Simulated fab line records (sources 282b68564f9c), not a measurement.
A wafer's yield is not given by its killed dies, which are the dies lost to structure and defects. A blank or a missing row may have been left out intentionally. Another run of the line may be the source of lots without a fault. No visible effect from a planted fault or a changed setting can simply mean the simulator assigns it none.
fab line records	flow rit_cmos
record: lots: 14	wafers: 42	last_day: 7
route steps=202 shown GATE@88 NLDD@109 NSD@139 M1@202
lots untouched by any fault: they come from a run of this same line in which no faults occurred
start_h: hours from the record's first day to the start of the lot's first wafer shown	wait_h: hours from the lot's prior step to this one	" as in the row above	L1.1+2: a single row standing in for several wafers	- no value, or no start was given	* or withheld: withheld	< > ~ a bound
route shown NAME@n: a module of which the file shows steps, and the number in the route of the first	usual: the fault-free wafers' mean and standard deviation	same: alike in all rows	chamber/n: place in a boat	sites: readings site by site	_std_site: how widely they spread, as a standard deviation	_edge_site: inner sites' mean taken away from outer sites' mean	radius_mm: how far each site lies from the wafer's centre	mask NAME#n: copy n	behind: the last tool/chamber to shape the wafer	hold: why the lot went on hold/how many hours it stayed there/how the hold came to an end	device: names the non-switching transistor (n, p or np)	end of line: tests run on the same wafers once the route is complete	a step without rows: its recipe alone	killed: the dies lost at the first sort to structure and to defects; this is not the yield of the wafer	map: per-die view of a wafer (x killed, . not killed, _ where there is no die)
set.NAME: the run value of the setting; set.NAME@STEP: its run value at that earlier step	model.NAME: the simulator's own value behind a step, which no gauge read
one table for each step of the route and one row for each wafer, over a sample of lots
services: the hour from which a tool's chamber was out of use, counted from the record's first day as start_h (under 0 if before that day), plus the number of hours and why
== steps ==
step: RIT_GATE_SOFTBAKE_12
recipe: resist: NOVOLAK	temp_c: 90	time_s: 61.23
usual: plate_sensor_t_centre_C: 90.969/0.012	plate_sensor_t_edge_C: 91.021/0.0093
same: time_s: 61.23
lot.wafer	tool	chamber	start_h	wait_h	plate_sensor_t_centre_C	plate_sensor_t_edge_C
L343.2	litho_track-04	0	35.53	0.1	90.962	91.032
L343.4	"	0	"	"	90.989	91.008
L343.5	"	0	"	"	90.947	91.020
L345.1	litho_track-03	0	46.18	0.1	90.978	91.018
L345.4	"	0	"	"	90.979	91.019
L345.6	"	0	"	"	90.962	91.034
L347.2	litho_track-03	0	56.50	0.1	90.963	91.020
L347.3	"	0	"	"	90.970	91.018
L347.4	"	0	"	"	90.982	91.026
L348.1	litho_track-03	0	64.20	0.1	90.971	91.017
L348.3	"	0	"	"	90.944	91.033
L348.4	"	0	"	"	90.971	91.032
L349.1	litho_track-01	0	67.46	0.1	90.969	91.033
L349.2	"	0	"	"	90.970	91.024
L349.3	"	0	"	"	90.970	91.014
L350.2	litho_track-04	0	76.37	0.1	90.983	91.009
L350.3	"	0	"	"	90.974	91.026
L350.4	"	0	"	"	90.970	91.032
L351.1	litho_track-04	0	78.32	0.1	90.970	91.001
L351.2	"	0	"	"	90.962	91.020
L351.6	"	0	"	"	90.975	91.013
L352.3	litho_track-01	0	83.44	0.1	90.978	91.028
L352.4	"	0	"	"	90.958	91.021
L352.6	"	0	"	"	90.946	91.022
L353.1	litho_track-01	0	86.45	0.1	90.963	91.011
L353.3	"	0	"	"	91.005	91.013
L353.6	"	0	"	"	90.973	91.001
L354.4	litho_track-04	0	91.00	0.1	90.961	91.023
L354.5	"	0	"	"	90.983	91.016
L354.6	"	0	"	"	90.975	91.033
L357.1	litho_track-01	0	107.34	0.1	90.966	91.012
L357.2	"	0	"	"	90.966	91.025
L357.3	"	0	"	"	90.972	91.016
L360.1	litho_track-04	0	120.81	0.1	90.987	91.022
L360.2	"	0	"	"	90.961	91.034
L360.6	"	0	"	"	90.983	91.025
L362.1	litho_track-04	0	131.67	0.1	90.960	91.035
L362.2	"	0	"	"	90.977	91.019
L362.4	"	0	"	"	90.965	91.012
L363.2	litho_track-01	0	136.79	0.1	90.982	91.026
L363.5	"	0	"	"	90.970	91.034
L363.6	"	0	"	"	90.974	91.009
step: RIT_GATE_OVL_MEAS_17
usual: GATE_OVL: -1.4/1.2
lot.wafer	tool	chamber	start_h	wait_h	GATE_OVL[nm]
L343.2	overlay-02	-	36.31	0.1	-1.1
L343.4	"	-	"	"	-3.4
L343.5	"	-	"	"	-1.3
L345.1	overlay-02	-	46.85	0.1	-3.2
L345.4	"	-	"	"	-3.3
L345.6	"	-	"	"	-1.2
L347.2	overlay-01	-	57.15	0.1	-1.9
L347.3	"	-	"	"	-1.3
L347.4	"	-	"	"	-3.3
L348.1	overlay-01	-	64.87	0.1	-2.0
L348.3	"	-	"	"	-3.7
L348.4	"	-	"	"	-1.2
L349.1	overlay-02	-	68.18	0.1	-3.5
L349.2	"	-	"	"	-1.5
L349.3	"	-	"	"	-3.3
L350.2	overlay-02	-	77.14	0.1	-0.8
L350.3	"	-	"	"	-0.5
L350.4	"	-	"	"	0.0
L351.1	overlay-02	-	79.11	0.1	-0.1
L351.2	"	-	"	"	-0.6
L351.6	"	-	"	"	0.8
L352.3	overlay-02	-	84.07	0.1	1.3
L352.4	"	-	"	"	-2.1
L352.6	"	-	"	"	-0.5
L353.1	overlay-01	-	87.24	0.1	-1.3
L353.3	"	-	"	"	-1.5
L353.6	"	-	"	"	-1.6
L354.4	overlay-01	-	91.74	0.1	-1.4
L354.5	"	-	"	"	0.3
L354.6	"	-	"	"	-1.9
L357.1	overlay-01	-	108.14	0.1	-2.7
L357.2	"	-	"	"	-0.1
L357.3	"	-	"	"	-2.3
L360.1	overlay-02	-	121.48	0.1	0.2
L360.2	"	-	"	"	-0.5
L360.6	"	-	"	"	-1.0
L362.1	overlay-02	-	132.34	0.1	-0.4
L362.2	"	-	"	"	-2.2
L362.4	"	-	"	"	-0.4
L363.2	overlay-01	-	137.57	0.1	0.0
L363.5	"	-	"	"	0.5
L363.6	"	-	"	"	-0.1
step: RIT_NLDD_OVL_MEAS_06
usual: NLDD_OVL: -0.3/1.6
lot.wafer	tool	chamber	start_h	wait_h	NLDD_OVL[nm]
L343.2	overlay-01	-	40.97	-	2.2
L343.4	"	-	"	"	0.1
L343.5	"	-	"	"	0.9
L345.1	overlay-01	-	52.78	-	-2.7
L345.4	"	-	"	"	-1.7
L345.6	"	-	"	"	-0.7
L347.2	overlay-02	-	62.91	-	-1.9
L347.3	"	-	"	"	-2.6
L347.4	"	-	"	"	-0.8
L348.1	overlay-02	-	70.14	-	0.4
L348.3	"	-	"	"	1.4
L348.4	"	-	"	"	0.2
L349.1	overlay-02	-	72.74	-	-0.2
L349.2	"	-	"	"	1.2
L349.3	"	-	"	"	0.3
L350.2	overlay-01	-	81.68	-	0.8
L350.3	"	-	"	"	3.4
L350.4	"	-	"	"	3.3
L351.1	overlay-01	-	83.53	-	2.1
L351.2	"	-	"	"	1.6
L351.6	"	-	"	"	0.9
L352.3	overlay-02	-	88.61	-	-0.3
L352.4	"	-	"	"	0.4
L352.6	"	-	"	"	-0.5
L353.1	overlay-02	-	91.78	-	2.5
L353.3	"	-	"	"	1.8
L353.6	"	-	"	"	0.6
L354.4	overlay-01	-	96.37	-	-0.8
L354.5	"	-	"	"	-0.3
L354.6	"	-	"	"	-0.9
L357.1	overlay-01	-	112.55	-	-0.2
L357.2	"	-	"	"	0.6
L357.3	"	-	"	"	-1.8
L360.1	overlay-01	-	126.26	-	-0.8
L360.2	"	-	"	"	0.7
L360.6	"	-	"	"	-0.3
L362.1	overlay-01	-	136.96	-	-2.6
L362.2	"	-	"	"	-1.8
L362.4	"	-	"	"	-1.3
L363.2	overlay-01	-	141.99	-	-0.9
L363.5	"	-	"	"	0.0
L363.6	"	-	"	"	-0.1
step: RIT_NSD_IMPLANT_08
recipe: species: P	energy_kev: 25.35	dose_cm2: 1e+15	tilt_deg: 7
usual: beam_energy_keV: 25.351/0.0079	dose_ions_cm2: 1.0002e+15/1e+12	end_station_pressure_torr: 7.6e-06/4.1e-07	faraday_current_uA: 3129/59
lot.wafer	tool	chamber	start_h	wait_h	beam_energy_keV	dose_ions_cm2	end_station_pressure_torr	faraday_current_uA
L343.2	implanter-02	0	46.82	0.1	25.349	1.0008e+15	7.6e-06	3054
L343.4	"	0	"	"	25.354	1.0004e+15	7.6e-06	3084
L343.5	"	0	"	"	25.359	9.992e+14	7.5e-06	3139
L345.1	implanter-02	0	58.61	0.1	25.338	1e+15	7.6e-06	3152
L345.4	"	0	"	"	25.349	9.996e+14	7.6e-06	3112
L345.6	"	0	"	"	25.361	9.984e+14	7.6e-06	3114
L347.2	implanter-02	0	68.45	0.1	25.360	1.0011e+15	8.3e-06	3185
L347.3	"	0	"	"	25.357	1e+15	7.3e-06	3119
L347.4	"	0	"	"	25.369	1.0007e+15	7.9e-06	3181
L348.1	implanter-01	0	75.79	0.1	25.348	9.999e+14	7.8e-06	3158
L348.3	"	0	"	"	25.338	1.0006e+15	7.6e-06	3141
L348.4	"	0	"	"	25.341	1.0002e+15	7.5e-06	3161
L349.1	implanter-01	0	78.52	0.1	25.343	9.995e+14	8.2e-06	3124
L349.2	"	0	"	"	25.346	9.992e+14	8e-06	3066
L349.3	"	0	"	"	25.351	1.0004e+15	7.9e-06	3143
L350.2	implanter-03	0	87.22	0.1	25.348	9.986e+14	7.7e-06	3182
L350.3	"	0	"	"	25.357	9.985e+14	7.7e-06	3189
L350.4	"	0	"	"	25.348	9.987e+14	7.4e-06	3157
L351.1	implanter-01	0	89.12	0.1	25.337	1.0003e+15	7.8e-06	3021
L351.2	"	0	"	"	25.352	1.0004e+15	7.4e-06	3148
L351.6	"	0	"	"	25.357	9.995e+14	7.7e-06	3205
L352.3	implanter-02	0	94.79	0.1	25.349	9.999e+14	8e-06	3086
L352.4	"	0	"	"	25.347	1.0005e+15	7e-06	3020
L352.6	"	0	"	"	25.355	1.0009e+15	7.7e-06	3086
L353.1	implanter-02	0	97.32	0.1	25.351	1.0012e+15	6.9e-06	3179
L353.3	"	0	"	"	25.349	9.997e+14	7.6e-06	3091
L353.6	"	0	"	"	25.342	1.0005e+15	7e-06	3154
L354.4	implanter-01	0	102.37	0.1	25.364	9.998e+14	7.9e-06	3026
L354.5	"	0	"	"	25.356	9.984e+14	6.9e-06	3203
L354.6	"	0	"	"	25.356	1.0009e+15	7.6e-06	3178
L357.1	implanter-02	0	118.27	0.1	25.358	9.998e+14	8.1e-06	2970
L357.2	"	0	"	"	25.348	1.0003e+15	7.3e-06	3024
L357.3	"	0	"	"	25.356	1.0017e+15	8.2e-06	3111
L360.1	implanter-01	0	134.59	0.1	25.362	7.156e+14	6.6e-06	2199
L360.2	"	0	"	"	25.354	7.155e+14	6.4e-06	2308
L360.6	"	0	"	"	25.367	7.17e+14	7.2e-06	2274
L362.1	implanter-01	0	142.73	0.1	25.358	7.172e+14	6.6e-06	2294
L362.2	"	0	"	"	25.364	7.189e+14	6.7e-06	2258
L362.4	"	0	"	"	25.361	7.184e+14	6.2e-06	2228
L363.2	implanter-02	0	151.13	0.1	25.347	9.993e+14	7.7e-06	3083
L363.5	"	0	"	"	25.350	1.0011e+15	7.4e-06	3289
L363.6	"	0	"	"	25.349	9.997e+14	7.6e-06	3068
step: RIT_NSD_TW_MEAS_10
usual: NSD_TW: 3131/15
lot.wafer	tool	chamber	start_h	wait_h	NSD_TW
L343.2	film_metro-03	-	47.13	0.1	3115
L343.4	"	-	"	"	3119
L343.5	"	-	"	"	3127
L345.1	film_metro-02	-	58.94	0.1	3131
L345.4	"	-	"	"	3130
L345.6	"	-	"	"	3130
L347.2	film_metro-02	-	68.76	0.1	3135
L347.3	"	-	"	"	3122
L347.4	"	-	"	"	3142
L348.1	film_metro-02	-	76.11	0.1	3152
L348.3	"	-	"	"	3138
L348.4	"	-	"	"	3136
L349.1	film_metro-02	-	78.84	0.1	3127
L349.2	"	-	"	"	3145
L349.3	"	-	"	"	3132
L350.2	film_metro-03	-	87.53	0.1	3133
L350.3	"	-	"	"	3131
L350.4	"	-	"	"	3118
L351.1	film_metro-02	-	89.44	0.1	3124
L351.2	"	-	"	"	3126
L351.6	"	-	"	"	3134
L352.3	film_metro-04	-	95.08	0.1	3129
L352.4	"	-	"	"	3128
L352.6	"	-	"	"	3141
L353.1	film_metro-03	-	97.65	0.1	3085
L353.3	"	-	"	"	3098
L353.6	"	-	"	"	3111
L354.4	film_metro-04	-	102.65	0.1	3142
L354.5	"	-	"	"	3128
L354.6	"	-	"	"	3133
L357.1	film_metro-02	-	118.59	0.1	3130
L357.2	"	-	"	"	3127
L357.3	"	-	"	"	3121
L360.1	film_metro-02	-	134.92	0.1	2902
L360.2	"	-	"	"	2905
L360.6	"	-	"	"	2903
L362.1	film_metro-04	-	143.06	0.1	2882
L362.2	"	-	"	"	2890
L362.4	"	-	"	"	2873
L363.2	film_metro-04	-	151.44	0.1	3139
L363.5	"	-	"	"	3118
L363.6	"	-	"	"	3115
step: RIT_SDANNEAL_RS_MEAS_05
recipe: thk_meas_gauge: four-point-probe
usual: NSD_RS: 84.36/0.29
lot.wafer	tool	chamber	start_h	wait_h	NSD_RS[ohm/sq]
L343.2	film_metro-04	-	49.16	0.1	84.42
L343.4	"	-	"	"	84.53
L343.5	"	-	"	"	84.42
L345.1	film_metro-04	-	61.10	0.1	84.65
L345.4	"	-	"	"	84.46
L345.6	"	-	"	"	84.50
L347.2	film_metro-02	-	71.05	0.1	83.84
L347.3	"	-	"	"	83.67
L347.4	"	-	"	"	84.01
L348.1	film_metro-03	-	78.14	0.1	84.34
L348.3	"	-	"	"	84.10
L348.4	"	-	"	"	84.16
L349.1	film_metro-02	-	80.99	0.1	84.50
L349.2	"	-	"	"	84.20
L349.3	"	-	"	"	84.36
L350.2	film_metro-03	-	89.57	0.1	84.38
L350.3	"	-	"	"	84.03
L350.4	"	-	"	"	83.99
L351.1	film_metro-03	-	91.64	0.1	84.30
L351.2	"	-	"	"	84.19
L351.6	"	-	"	"	84.36
L352.3	film_metro-02	-	97.26	0.1	84.21
L352.4	"	-	"	"	84.15
L352.6	"	-	"	"	84.27
L353.1	film_metro-04	-	99.67	0.1	84.26
L353.3	"	-	"	"	83.98
L353.6	"	-	"	"	84.30
L354.4	film_metro-04	-	104.70	0.1	84.73
L354.5	"	-	"	"	84.70
L354.6	"	-	"	"	84.44
L357.1	film_metro-02	-	120.65	0.1	84.18
L357.2	"	-	"	"	84.03
L357.3	"	-	"	"	84.05
L360.1	film_metro-02	-	137.07	0.1	110.55
L360.2	"	-	"	"	110.69
L360.6	"	-	"	"	110.64
L362.1	film_metro-02	-	145.21	0.1	110.53
L362.2	"	-	"	"	110.76
L362.4	"	-	"	"	110.70
L363.2	film_metro-02	-	153.50	0.1	84.50
L363.5	"	-	"	"	84.40
L363.6	"	-	"	"	84.42
step: RIT_M1_PROBE_99
usual: killed_at_M0_to_M3: 0.0/0.14	killed_at_contacts: 0.1/0.27	killed_at_front_end: 7.2/2.9	killed_dies: 7.3/2.9	killed_open: 3.6/1.9	killed_short: 3.8/1.9
same: gross_dies: 264	killed_at_M4_up: 0	killed_at_back_side: 0	killed_at_other: 0
lot.wafer	tool	chamber	start_h	wait_h	killed_at_M0_to_M3	killed_at_contacts	killed_at_front_end	killed_dies	killed_open	killed_short
L343.2	prober-02	-	59.96	0.1	0	0	3	3	1	2
L343.4	prober-02	-	60.06	0.2	0	0	7	7	4	3
L343.5	prober-02	-	60.11	0.2	0	0	8	8	5	3
L345.1	prober-01	-	68.76	0.1	0	0	9	9	5	4
L345.4	prober-01	-	68.91	0.2	0	0	8	8	3	5
L345.6	prober-01	-	69.01	0.2	0	0	10	10	5	5
L347.2	prober-01	-	78.24	0.1	0	0	8	8	5	3
L347.3	prober-01	-	78.29	0.2	0	1	14	15	8	7
L347.4	prober-01	-	78.34	0.2	0	0	6	6	3	3
L348.1	prober-02	-	85.38	0.1	0	0	5	5	3	2
L348.3	prober-02	-	85.48	0.2	0	1	5	6	4	2
L348.4	prober-02	-	85.53	0.2	0	0	3	3	1	2
L349.1	prober-01	-	88.23	0.1	0	0	9	9	5	4
L349.2	prober-01	-	88.28	0.1	0	0	6	6	2	4
L349.3	prober-01	-	88.33	0.2	0	0	5	5	3	2
L350.2	prober-02	-	96.77	0.1	1	0	6	7	4	3
L350.3	prober-02	-	96.82	0.2	0	0	11	11	6	5
L350.4	prober-02	-	96.87	0.2	0	0	13	13	7	6
L351.1	prober-01	-	100.99	0.1	0	0	9	9	3	6
L351.2	prober-01	-	101.04	0.1	0	0	1	1	1	0
L351.6	prober-01	-	101.24	0.2	0	0	4	4	2	2
L352.3	prober-02	-	104.74	0.2	0	0	8	8	4	4
L352.4	prober-02	-	104.79	0.2	0	0	7	7	6	1
L352.6	prober-02	-	104.89	0.2	0	0	5	5	2	3
L353.1	prober-01	-	107.12	0.1	0	0	8	8	4	4
L353.3	prober-01	-	107.22	0.2	0	0	9	9	2	7
L353.6	prober-01	-	107.37	0.2	0	1	8	9	4	5
L354.4	prober-02	-	112.06	0.2	0	1	9	10	5	5
L354.5	prober-02	-	112.11	0.2	0	0	7	7	3	4
L354.6	prober-02	-	112.16	0.2	0	0	7	7	4	3
L357.1	prober-01	-	128.14	0.1	0	0	6	6	2	4
L357.2	prober-01	-	128.19	0.1	0	0	7	7	5	2
L357.3	prober-01	-	128.24	0.2	0	0	9	9	6	3
L360.1	prober-02	-	144.50	0.1	0	0	10	10	6	4
L360.2	prober-02	-	144.55	0.1	0	0	2	2	1	1
L360.6	prober-02	-	144.75	0.2	0	0	6	6	2	4
L362.1	prober-02	-	152.46	0.1	0	0	9	9	3	6
L362.2	prober-02	-	152.51	0.1	0	0	10	10	3	7
L362.4	prober-02	-	152.61	0.2	0	0	16	16	5	11
L363.2	prober-01	-	160.89	0.1	0	0	5	5	2	3
L363.5	prober-01	-	161.04	0.2	0	0	4	4	3	1
L363.6	prober-01	-	161.09	0.2	0	0	7	7	0	7
killed by level:class
L343.2 GATE:geometric_particle:short=1 GATE:geometric_particle:open=1 REOX:geometric_particle:short=1
L343.4 REOX:geometric_particle:short=2 FOX1:geometric_particle:open=1 GATE:geometric_particle:open=1 GATE:geometric_particle:short=1 REOX:geometric_particle:open=1 SILICIDE:geometric_particle:open=1
L343.5 REOX:geometric_particle:open=3 FOX1:geometric_particle:short=1 FOX2:geometric_particle:open=1 GATE:geometric_particle:open=1 GATE:geometric_particle:short=1 REOX:geometric_particle:short=1
L345.1 FOX1:geometric_particle:open=3 GATE:geometric_particle:open=2 SPACER:geometric_particle:short=2 GATE:geometric_particle:short=1 REOX:geometric_particle:short=1
L345.4 GATE:geometric_particle:short=3 FOX1:geometric_particle:open=1 GATE:geometric_particle:open=1 REOX:geometric_particle:short=1 SILICIDE:geometric_particle:open=1 SILICIDE:geometric_particle:short=1
L345.6 REOX:geometric_particle:short=3 ACTIVE:geometric_particle:short=1 FOX1:geometric_particle:open=1 GATE:geometric_particle:open=1 GATE:geometric_particle:short=1 REOX:geometric_particle:open=1 SPACER:geometric_particle:open=1 SILICIDE:geometric_particle:open=1
L347.2 REOX:geometric_particle:open=2 FOX1:geometric_particle:short=1 GATE:geometric_particle:open=1 GATE:geometric_particle:short=1 REOX:geometric_particle:short=1 SPACER:geometric_particle:open=1 SILICIDE:geometric_particle:open=1
L347.3 GATE:geometric_particle:open=3 GATE:geometric_particle:short=3 REOX:geometric_particle:short=2 REOX:geometric_particle:open=2 FOX1:geometric_particle:open=1 FOX2:geometric_particle:open=1 SPACER:geometric_particle:short=1 SPACER:geometric_particle:open=1
L347.4 REOX:geometric_particle:open=3 GATE:geometric_particle:short=2 REOX:geometric_particle:short=1
L348.1 FOX1:geometric_particle:open=1 GATE:geometric_particle:short=1 REOX:geometric_particle:short=1 REOX:geometric_particle:open=1 SPACER:geometric_particle:open=1
L348.3 SPACER:geometric_particle:open=2 FOX1:geometric_particle:open=1 GATE:geometric_particle:open=1 REOX:geometric_particle:short=1 CONTACT:geometric_particle:short=1
L348.4 FOX1:geometric_particle:short=1 REOX:geometric_particle:open=1 SPACER:geometric_particle:short=1
L349.1 GATE:geometric_particle:open=3 GATE:geometric_particle:short=3 FOX1:geometric_particle:open=1 SPACER:geometric_particle:short=1 SILICIDE:geometric_particle:open=1
L349.2 SPACER:geometric_particle:short=2 FOX1:geometric_particle:open=1 GATE:geometric_particle:short=1 SPACER:geometric_particle:open=1 SILICIDE:geometric_particle:short=1
L349.3 GATE:geometric_particle:open=2 GATE:geometric_particle:short=2 SPACER:geometric_particle:open=1
L350.2 GATE:geometric_particle:short=2 SPACER:geometric_particle:open=2 GATE:geometric_particle:open=1 REOX:geometric_particle:open=1 M1:geometric_particle:short=1
L350.3 GATE:geometric_particle:open=5 GATE:geometric_particle:short=3 FOX2:geometric_particle:open=1 REOX:geometric_particle:short=1 SILICIDE:geometric_particle:short=1
L350.4 GATE:geometric_particle:short=3 FOX1:geometric_particle:open=2 FOX1:geometric_particle:short=2 GATE:geometric_particle:open=2 FOX2:geometric_particle:open=1 REOX:geometric_particle:open=1 REOX:geometric_particle:short=1 SPACER:geometric_particle:open=1
L351.1 FOX2:geometric_particle:short=2 GATE:geometric_particle:open=2 REOX:geometric_particle:short=2 FOX2:geometric_particle:open=1 SPACER:geometric_particle:short=1 SILICIDE:geometric_particle:short=1
L351.2 FOX2:geometric_particle:open=1
L351.6 GATE:geometric_particle:open=2 SPACER:geometric_particle:short=2
L352.3 SPACER:geometric_particle:open=3 FOX2:geometric_particle:short=2 GATE:geometric_particle:short=1 SPACER:geometric_particle:short=1 SILICIDE:geometric_particle:open=1
L352.4 GATE:geometric_particle:open=2 SILICIDE:geometric_particle:open=2 FOX2:geometric_particle:open=1 GATE:geometric_particle:short=1 REOX:geometric_particle:open=1
L352.6 GATE:geometric_particle:short=2 GATE:geometric_particle:open=1 REOX:geometric_particle:short=1 SILICIDE:geometric_particle:open=1
L353.1 GATE:geometric_particle:short=2 FOX1:geometric_particle:short=1 GATE:geometric_particle:open=1 REOX:geometric_particle:open=1 REOX:geometric_particle:short=1 SPACER:geometric_particle:open=1 SILICIDE:geometric_particle:open=1
L353.3 FOX1:geometric_particle:short=4 GATE:geometric_particle:open=1 GATE:geometric_particle:short=1 REOX:geometric_particle:open=1 REOX:geometric_particle:short=1 SILICIDE:geometric_particle:short=1
L353.6 GATE:geometric_particle:short=2 SILICIDE:geometric_particle:open=2 FOX1:geometric_particle:open=1 GATE:geometric_particle:open=1 SPACER:geometric_particle:short=1 SILICIDE:geometric_particle:short=1 CONTACT:geometric_particle:short=1
L354.4 GATE:geometric_particle:short=3 REOX:geometric_particle:open=2 FOX2:geometric_particle:open=1 REOX:geometric_particle:short=1 SPACER:geometric_particle:short=1 SILICIDE:geometric_particle:open=1 CONTACT:geometric_particle:open=1
L354.5 FOX1:geometric_particle:short=2 ACTIVE:geometric_particle:open=1 GATE:geometric_particle:short=1 REOX:geometric_particle:open=1 SPACER:geometric_particle:short=1 SPACER:geometric_particle:open=1
L354.6 REOX:geometric_particle:short=2 REOX:geometric_particle:open=2 GATE:geometric_particle:open=1 GATE:geometric_particle:short=1 SPACER:geometric_particle:open=1
L357.1 FOX1:geometric_particle:short=2 GATE:geometric_particle:short=1 REOX:geometric_particle:open=1 GATE:geometric_particle:open=1 REOX:geometric_particle:short=1
L357.2 FOX1:geometric_particle:open=2 SPACER:geometric_particle:open=2 FOX1:geometric_particle:short=1 GATE:geometric_particle:short=1 REOX:geometric_particle:open=1
L357.3 GATE:geometric_particle:open=3 FOX1:geometric_particle:open=1 FOX1:geometric_particle:short=1 GATE:geometric_particle:short=1 REOX:geometric_particle:open=1 SPACER:geometric_particle:short=1 SILICIDE:geometric_particle:open=1
L360.1 GATE:geometric_particle:short=4 GATE:geometric_particle:open=2 SILICIDE:geometric_particle:open=2 FOX1:geometric_particle:open=1 FOX2:geometric_particle:open=1
L360.2 FOX1:geometric_particle:short=1 FOX1:geometric_particle:open=1
L360.6 GATE:geometric_particle:short=2 FOX1:geometric_particle:short=1 FOX2:geometric_particle:open=1 SPACER:geometric_particle:short=1 SILICIDE:geometric_particle:open=1
L362.1 GATE:geometric_particle:open=2 GATE:geometric_particle:short=2 FOX1:geometric_particle:short=1 FOX2:geometric_particle:short=1 REOX:geometric_particle:short=1 SPACER:geometric_particle:short=1 SILICIDE:geometric_particle:open=1
L362.2 FOX2:geometric_particle:short=3 FOX1:geometric_particle:open=1 FOX1:geometric_particle:short=1 GATE:geometric_particle:short=1 GATE:geometric_particle:open=1 REOX:geometric_particle:short=1 SPACER:geometric_particle:short=1 SILICIDE:geometric_particle:open=1
L362.4 GATE:geometric_particle:short=6 GATE:geometric_particle:open=3 FOX2:geometric_particle:short=2 SILICIDE:geometric_particle:short=2 FOX1:geometric_particle:short=1 FOX2:geometric_particle:open=1 SILICIDE:geometric_particle:open=1
L363.2 GATE:geometric_particle:short=2 FOX2:geometric_particle:open=1 FOX2:geometric_particle:short=1 GATE:geometric_particle:open=1
L363.5 GATE:geometric_particle:open=2 REOX:geometric_particle:short=1 SILICIDE:geometric_particle:open=1
L363.6 GATE:geometric_particle:short=3 FOX1:geometric_particle:short=2 FOX2:geometric_particle:short=1 SILICIDE:geometric_particle:short=1
== services ==
tool	chamber	start_h	hours	kind
implanter-03	-	26.50	4.9	repair
implanter-01	-	63.30	4.4	pm
implanter-01	-	67.68	3.4	pm
== key ==
first_sign: step: RIT_NSD_IMPLANT_08	reading: dose_ions_cm2	direction: down	sigmas: 99+	usual: 1.0002e+15	struck: 7.171e+14
effect: step: RIT_NSD_IMPLANT_08	reading: faraday_current_uA	direction: down	sigmas: 15	usual: 3129	struck: 2260
effect: step: RIT_NSD_TW_MEAS_10	reading: NSD_TW	direction: down	sigmas: 15	usual: 3131	struck: 2892
effect: step: RIT_SDANNEAL_RS_MEAS_05	reading: NSD_RS	direction: up	sigmas: 90	usual: 84.36	struck: 110.65
met_at RIT_NSD_IMPLANT_08
struck_lots L360,L362
tester_left_out L360,L362
not_acting_at RIT_GATE_SOFTBAKE_12,RIT_GATE_OVL_MEAS_17,RIT_NLDD_OVL_MEAS_06
onset_between 102.37 134.59
fault: kind: process_parameter_drift	tool: implanter-01	chamber: -	onset_h: 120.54	steps: RIT_NSD_IMPLANT_08	channel: dose_cm2	offset: -2.827e+14	shape: step	end_h: 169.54	acts_in: these_recipes_only	stated: 1e+15
tester_left_out: of these lots the tester's yield and bins aren't shown, on N5 and GAA mostly nor the transistor test; their killed dies are dies lost to structure and defects alone, not to doping, threshold or leakage, so they don't give the yield
